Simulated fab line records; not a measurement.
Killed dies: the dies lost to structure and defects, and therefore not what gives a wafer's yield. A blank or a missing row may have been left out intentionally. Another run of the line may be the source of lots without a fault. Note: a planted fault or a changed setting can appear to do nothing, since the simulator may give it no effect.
Check for tools in common -- flow berkeley cmos170 -- Sample size 15 lots and 45 wafers

REASON FOR OPENING
3 of 15 lots carry a flag on the reading START_OXIDE_THK at UCB170_START_THK_MEAS_03. Fault-free wafers read 20.0 nm, with a standard deviation of 0.39.
Rule: flag the lot when none of its wafers has a number, or when each of its wafers that has one lies beyond 4 standard deviations from that mean. All remaining lots are regarded as sound.

lot,measured,on,"START_OXIDE_THK (nm), wafer by wafer",flag
L567,day 1 14:22,film metro-02,20.0 19.9 20.0,
L568,day 1 18:20,film metro-02,20.3 20.4 20.2,
L569,day 2 00:59,film metro-03,20.0 19.9 20.3,
L571,day 2 11:09,film metro-02,20.3 20.6 20.5,
L573,day 2 20:21,film metro-02,19.9 19.7 19.9,
L574,day 3 02:22,film metro-04,20.2 19.8 19.9,
L577,day 3 17:29,film metro-03,20.6 20.8 20.3,
L578,day 3 22:14,film metro-02,20.4 19.9 20.3,
L580,day 4 08:00,film metro-02,19.2 19.5 19.2,
L582,day 4 15:14,film metro-02,22.0 21.9 21.8,FLAGGED
L581,day 4 15:16,film metro-04,22.5 22.4 22.2,FLAGGED
L584,day 5 05:10,film metro-03,21.7 22.0 22.3,FLAGGED
L585,day 5 08:27,film metro-03,20.5 20.7 20.8,
L589,day 6 01:46,film metro-02,19.7 19.8 19.5,
L590,day 6 12:34,film metro-03,19.9 20.0 20.0,
On average the flagged lots' numbers are 22.1 nm, which is +2.1 nm against the usual, or +5 standard deviations.

EACH LOT AND THE TOOL IT RAN ON
The record keeps 1 process step preceding the reading, out of 331 steps on the route. In each cell: the tool, then ch and the chambers that the sampled wafers went through, then the start.
lot,flag,UCB170_START_OXIDATION_02
L567,,"furnace-03 ch 0, day 1 12:52"
L568,,"furnace-04 ch 0, day 1 16:49"
L569,,"furnace-04 ch 0, day 1 23:29"
L571,,"furnace-03 ch 0, day 2 09:39"
L573,,"furnace-01 ch 0, day 2 18:50"
L574,,"furnace-01 ch 0, day 3 00:52"
L577,,"furnace-04 ch 0, day 3 15:59"
L578,,"furnace-01 ch 0, day 3 20:44"
L580,,"furnace-03 ch 0, day 4 06:28"
L582,FLAGGED,"furnace-03 ch 0, day 4 13:44"
L581,FLAGGED,"furnace-03 ch 0, day 4 13:44"
L584,FLAGGED,"furnace-03 ch 0, day 5 03:40"
L585,,"furnace-04 ch 0, day 5 06:57"
L589,,"furnace-01 ch 0, day 6 00:16"
L590,,"furnace-04 ch 0, day 6 10:44"
What is done by these steps:
- UCB170_START_OXIDATION_02: target thk 20 nm, ox time 1800 s.
- UCB170_START_THK_MEAS_03

FLAGGED OVER TOTAL, TOOL BY TOOL (the gauges that took the reading come last)
step,tool,lots run,flagged,share of the flagged lots,sound lots run after its first flagged lot
UCB170_START_OXIDATION_02,furnace-01,4,0,none,-
UCB170_START_OXIDATION_02,furnace-03,6,3,all,0
UCB170_START_OXIDATION_02,furnace-04,5,0,none,-
UCB170_START_THK_MEAS_03,film metro-02,8,1,some,1 (L589)
UCB170_START_THK_MEAS_03,film metro-03,5,1,some,"2 (L585,L590)"
UCB170_START_THK_MEAS_03,film metro-04,2,1,some,0

WHAT IS ALLOWED BY THE TABLE
Rows of the table that ran each flagged lot: 1, that is furnace-03 at UCB170_START_OXIDATION_02.
- furnace-03 at UCB170_START_OXIDATION_02: 3 of its 6 lots flagged. Last sound lot L580 at day 4 06:28, first flagged lot L581 at day 4 13:44; a fault beginning in between fits.
What remains is a single tool, furnace-03 at UCB170_START_OXIDATION_02.

WHAT THE SIMULATOR PUT IN
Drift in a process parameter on furnace-03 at UCB170_START_OXIDATION_02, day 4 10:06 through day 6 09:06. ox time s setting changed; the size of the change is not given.
Struck lots among those shown: L582, L581, L584. Same finding as the rule above.
